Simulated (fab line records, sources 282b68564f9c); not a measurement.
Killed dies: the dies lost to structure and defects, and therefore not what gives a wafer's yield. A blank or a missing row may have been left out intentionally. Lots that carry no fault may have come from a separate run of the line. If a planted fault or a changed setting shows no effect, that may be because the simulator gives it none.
Split-lot study    flow rit cmos    23 wafers read across 5 lots, on a route 202 steps long

== THE SPLIT ITSELF ==
At RIT_PWELL_IMPLANT_08, the setting energy kev was moved away from the recipe's 170 on 10 of the 23 wafers read, by -2.8% to +2.0%. For the rest of the wafers, this setting stayed at what the recipe calls for.

The reading comes from the split's own step.

== THE READING ==
The simulator's own value implant.drp nm, read by no gauge, in nm at RIT_PWELL_IMPLANT_08. There is no usual value for it anywhere in the file.

wafer   tool, chamber at the split  energy kev as run  against the recipe  implant.drp nm, nm  against lot-mates on the recipe
L075.2  implanter-02, 0             170                recipe              102.9               -
L075.3  implanter-02, 0             170                recipe              102.9               -
L075.6  implanter-02, 0             170                recipe              102.9               -
L078.2  implanter-02, 0             170                recipe              102.9               -
L078.3  implanter-02, 0             170                recipe              102.9               -
L078.4  implanter-02, 0             170                recipe              102.9               -
L078.5  implanter-02, 0             165.3              -2.8%               101.9               -1.0
L078.6  implanter-02, 0             165.3              -2.8%               101.9               -1.0
L079.1  implanter-01, 0             170                recipe              102.9               -
L079.3  implanter-01, 0             170                recipe              102.9               -
L079.2  implanter-01, 0             165.5              -2.6%               101.9               -1.0
L079.5  implanter-01, 0             165.5              -2.6%               101.9               -1.0
L079.6  implanter-01, 0             165.5              -2.6%               101.9               -1.0
L081.2  implanter-02, 0             173.4              +2.0%               103.5               +0.6
L081.3  implanter-02, 0             173.4              +2.0%               103.5               +0.6
L081.4  implanter-02, 0             170                recipe              102.9               -
L081.5  implanter-02, 0             170                recipe              102.9               -
L081.6  implanter-02, 0             170                recipe              102.9               -
L082.2  implanter-03, 0             172.6              +1.5%               103.3               +0.4
L082.4  implanter-03, 0             172.6              +1.5%               103.3               +0.4
L082.6  implanter-03, 0             172.6              +1.5%               103.3               +0.4
L082.3  implanter-03, 0             170                recipe              102.9               -
L082.5  implanter-03, 0             170                recipe              102.9               -

THE FIT
A straight line over all 23 wafers: implant.drp nm changes by +0.341 nm for each +1% of energy kev; r = +1.00; the points scatter about the line by 0.051 nm.
The same after taking each lot's own level away (the mean of its wafers on the recipe; 23 wafers): +0.341 nm for each +1%; r = +1.00; scatter 0.051 nm.
The reading moves by 0.94 nm for the largest change in energy kev, on that fit.
The lots' own levels span 102.90 to 102.90 nm.
Consequently the slope shifts little with the lot-to-lot level, the two slopes agreeing.
Check: for one of the wafers moved furthest among these (-2.8%), held out of the fit, the line's prediction against its lot-mates is -0.98 nm. It came out at -1 nm against them.

== ADDITIONAL SPLITS CARRIED BY THESE WAFERS ==
Before the reading, these wafers also passed through other splits. Each is held against what the fit with the lots' levels taken away leaves over:
other split on the same wafers        wafers away from the commonest value  r with implant.drp nm (lot level and that fit taken away)
RIT_ACTIVE_CVD_03 time s              15                                    +0.00
RIT_ACTIVE_DEVELOP_10 develop time s  9                                     -0.10
RIT_FOX1_OXIDATION_00 temp c          15                                    +0.35

== THE WHOLE CHAIN: every reading that the file lists as answering this split, in the file's order ==
step                  what it does  reading                                                          change (the file's fit)                r (the file's)
RIT_PWELL_IMPLANT_08                implant.rp nm (the simulator's own value, which no gauge read)   +3.66 nm for each +1% of the setting   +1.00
RIT_PWELL_IMPLANT_08                implant.drp nm (the simulator's own value, which no gauge read)  +0.336 nm for each +1% of the setting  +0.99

== THE FILE'S OWN FIT ==
implant.drp nm changes by +0.336 nm for each +1% of energy kev, r = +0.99.
